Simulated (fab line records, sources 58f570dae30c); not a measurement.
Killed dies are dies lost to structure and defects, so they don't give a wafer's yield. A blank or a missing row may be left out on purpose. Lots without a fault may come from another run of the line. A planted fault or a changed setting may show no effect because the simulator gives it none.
Problem report in the 8D (eight disciplines) form, filled by code | flow berkeley_cmos170 | the parts of the form that need people (team, actions taken, sign-off) are left out

1. THE PROBLEM
NVT_TW at UCB170_NVT_TW_MEAS_09 reads a mean of 467 on 9 wafers of 3 lots; wafers without a fault read 526 with a standard deviation of 5. That is -12 standard deviations from the usual mean.
First seen on wafer L952.2, day 7 09:16, on film_metro-03. The record holds 45 wafers of 15 lots with a number at this step. Rule for "out", or "out of limits": more than 4 standard deviations from the usual mean. The other wafers with a number count as sound.

2. WHAT IT IS AND WHAT IT IS NOT
question                    | is                                          | is not
which readings at this step | NVT_TW                                      | -
which lots                  | L952, L953, L955                            | L949, L950, L960, L961, L963, L964, L965, L967, L968, L969, L970, L971
which wafers of those lots  | all that have a number                      | -
read on which gauges        | film_metro-02, film_metro-03, film_metro-04 | -
when                        | from day 7 09:16                            | up to then (6 sound wafers); but 30 sound wafers of L960, L961, L963, L964, L965, L967, L968, L969, L970, L971 came after

3. SUSPECTS, AND WHAT RULES EACH OUT
Counting: a tool at a process step up to the reading stays a suspect if it ran every lot that is out and no sound lot after the first of them.
- the gauge at UCB170_NVT_TW_MEAS_09: ruled out. The wafers that are out were read on 3 gauges (film_metro-02, film_metro-03, film_metro-04).
- implanter-02 at UCB170_NVT_IMPLANT_07: ruled out as a lasting fault. Sound lots L970, L965, L967 ran on it after its first lot that is out, L952 (day 7 09:02).
Left after counting: nothing in the record.

4. THE CAUSE (what the simulator had put in)
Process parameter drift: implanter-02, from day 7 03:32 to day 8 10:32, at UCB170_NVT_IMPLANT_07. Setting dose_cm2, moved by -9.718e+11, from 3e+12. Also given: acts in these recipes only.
Counting ruled it out, wrongly: the rule takes a fault to strike every lot that its tool runs from its start on, and this one did not.

5. THE CHAIN OF EFFECTS, in route order
Each row: a reading whose mean over the struck wafers that have a number lies more than 3 standard deviations from the usual. Only readings for which the record gives a usual standard deviation are gone through. hours: the time from each lot's start at the first step in this table that gives one to its start at this step, as a median over the lots. sigmas: the change in usual standard deviations.
hours | step                  | reading            | usual | on struck wafers | change | sigmas
0     | UCB170_NVT_IMPLANT_07 | dose_ions_cm2      | 3e+12 | 2e+12            | -1e+12 | -99 or more
0     | UCB170_NVT_IMPLANT_07 | faraday_current_uA | 9.52  | 6.43             | -3.09  | -15
0     | UCB170_NVT_TW_MEAS_09 | NVT_TW             | 526   | 467              | -59    | -12
The process steps in it:
- UCB170_NVT_IMPLANT_07
Later measuring or inspecting steps at which every struck wafer that the step has a row for has a number for every such reading, and none has moved that far: UCB170_GATE_THK_MEAS_02.

6. WHAT WOULD HAVE CAUGHT IT SOONER
In this record the first reading out of limits at a measuring or inspecting step was taken at day 7 09:16, 6 hours after the fault began at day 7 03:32.
The tool's own readings at UCB170_NVT_IMPLANT_07 were out on every struck wafer that the step has a row for (dose_ions_cm2, faraday_current_uA): an alarm limit on them would have fired on the first of those.
